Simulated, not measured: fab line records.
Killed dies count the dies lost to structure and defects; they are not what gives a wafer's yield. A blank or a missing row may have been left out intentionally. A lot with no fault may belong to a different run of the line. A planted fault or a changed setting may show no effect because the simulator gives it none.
A struck lot beside a sound one :: flow rit-cmos :: 22 out of 202 route steps
Sound: the wafers L230.2, L230.4, L230.5. The struck wafers were L235.2, L235.3, L235.6. The cause is named last.
Order at every step that has rows: each side's tool, ch and its chambers, its first start. Under that, the readings that differ: sound wafers :: struck wafers :: difference of the means :: sigmas: that difference in standard deviations of wafers without a fault.
alike: same words and numbers on both sides, and readings whose means sit less than 2 such deviations apart. not compared: any withheld reading, any reading some wafer has no value for, any bound like >300 that may hide the same value, and any number with overlapping values for which the record gives no deviation.
Wherever a step has rows on one side only, a row that says differs or no value, or a row with sigmas, the two part there. Non-overlapping numbers with no deviation appear without sigmas and do not part them. A reading missing from all wafers of one side parts the sides only when that side holds two or more wafers.

first, 2 steps without rows for these wafers: RIT_NSD_HARDBAKE_07 (time 60 s); RIT_NSD_IMPLANT_08.
RIT_NSD_STRIP_09: strips in O2, time 180 s.
  sound on plasma-asher-03 ch 0,1, day 4 06:09; struck on plasma-asher-04 ch 0, day 5 16:46
  alike: drypump-motor-current-A, rf-refl-power-W
  not compared: rf-hours-counter-h
RIT_NSD_TW_MEAS_10:
  sound on film-metro-03 at day 4 06:20; struck on film-metro-02 at day 5 16:57
reading: NSD_TW
sound: 3113 3135 3155
struck: 3062 3066 3082
difference: -64
sigmas: -2
then, 6 steps without rows for these wafers: RIT_PSD_HMDS_00 (prime time 60 s); RIT_PSD_COAT_01 (resist thk 1000 nm); RIT_PSD_SOFTBAKE_02 (time 60 s); RIT_PSD_EXPOSE_03 (exposes mask M10, target cd 40900 nm); RIT_PSD_PEB_04; RIT_PSD_DEVELOP_05 (develop time 50 s).
RIT_PSD_OVL_MEAS_06:
  sound on overlay-01 at day 4 07:22; struck on overlay-02 at day 5 18:03
  alike: PSD_OVL
then, 1 step without rows for these wafers: RIT_PSD_HARDBAKE_07 (time 60 s).
RIT_PSD_IMPLANT_08:
  sound on implanter-03 ch 0, day 4 07:34; struck on implanter-04 ch 0, day 5 18:43
  alike: beam-energy-keV
RIT_PSD_STRIP_09: strips in O2, time 180 s.
  sound on plasma-asher-03 ch 0,1, day 4 07:41; struck on plasma-asher-01 ch 0,1, day 5 18:50
  alike: drypump-motor-current-A, rf-refl-power-W
  not compared: rf-hours-counter-h
RIT_PSD_TW_MEAS_10:
  sound on film-metro-03 at day 4 07:53; struck on film-metro-01 at day 5 19:08
reading: PSD_TW
sound: 3446 3452 3435
struck: 3547 3574 3544
difference: +111
sigmas: +4
then, 3 steps without rows for these wafers: RIT_SDANNEAL_CLEAN_00 (cleans in SC1, time 600 s); RIT_SDANNEAL_CLEAN_01 (cleans in dHF, time 30 s); RIT_SDANNEAL_CLEAN_02 (cleans in SC2, time 600 s).
RIT_SDANNEAL_RTA_03: time 5 s.
  sound on rtp-anneal-01 ch 0, day 4 08:19; struck on rtp-anneal-02 ch 0, day 5 19:34
reading: wafer_temp_C_max
sound: 1054.2 1053.8 1055.8
struck: 1052.4 1052.5 1051.7
difference: -2.4
sigmas: -2
  alike: ramp-down-c-per-s
RIT_SDANNEAL_RS_MEAS_04: uses a four-point probe to measure.
  sound on film-metro-03 at day 4 08:26; struck on film-metro-03 at day 5 19:37
reading: PSD_RS (ohm/sq)
sound: 116.00 115.43 115.61
struck: 107.33 107.53 107.32
difference: -8.29
sigmas: -29
RIT_SDANNEAL_RS_MEAS_05: uses a four-point probe to measure.
  sound on film-metro-03 at day 4 08:33; struck on film-metro-03 at day 5 19:44
  alike: NSD_RS
RIT_M1_PROBE_99:
  sound on prober-02 at day 4 16:07; struck on prober-01 at day 6 03:11
  alike: killed-at-front-end, killed-dies, killed-open, killed-short

WHERE THEY PART
Last at RIT_SDANNEAL_RS_MEAS_04 as far as this record goes, first at RIT_NSD_TW_MEAS_10. Later steps at which nothing parts them and some readings are alike: RIT_SDANNEAL_RS_MEAS_05, RIT_M1_PROBE_99.

WHY: what had been put in by the simulator
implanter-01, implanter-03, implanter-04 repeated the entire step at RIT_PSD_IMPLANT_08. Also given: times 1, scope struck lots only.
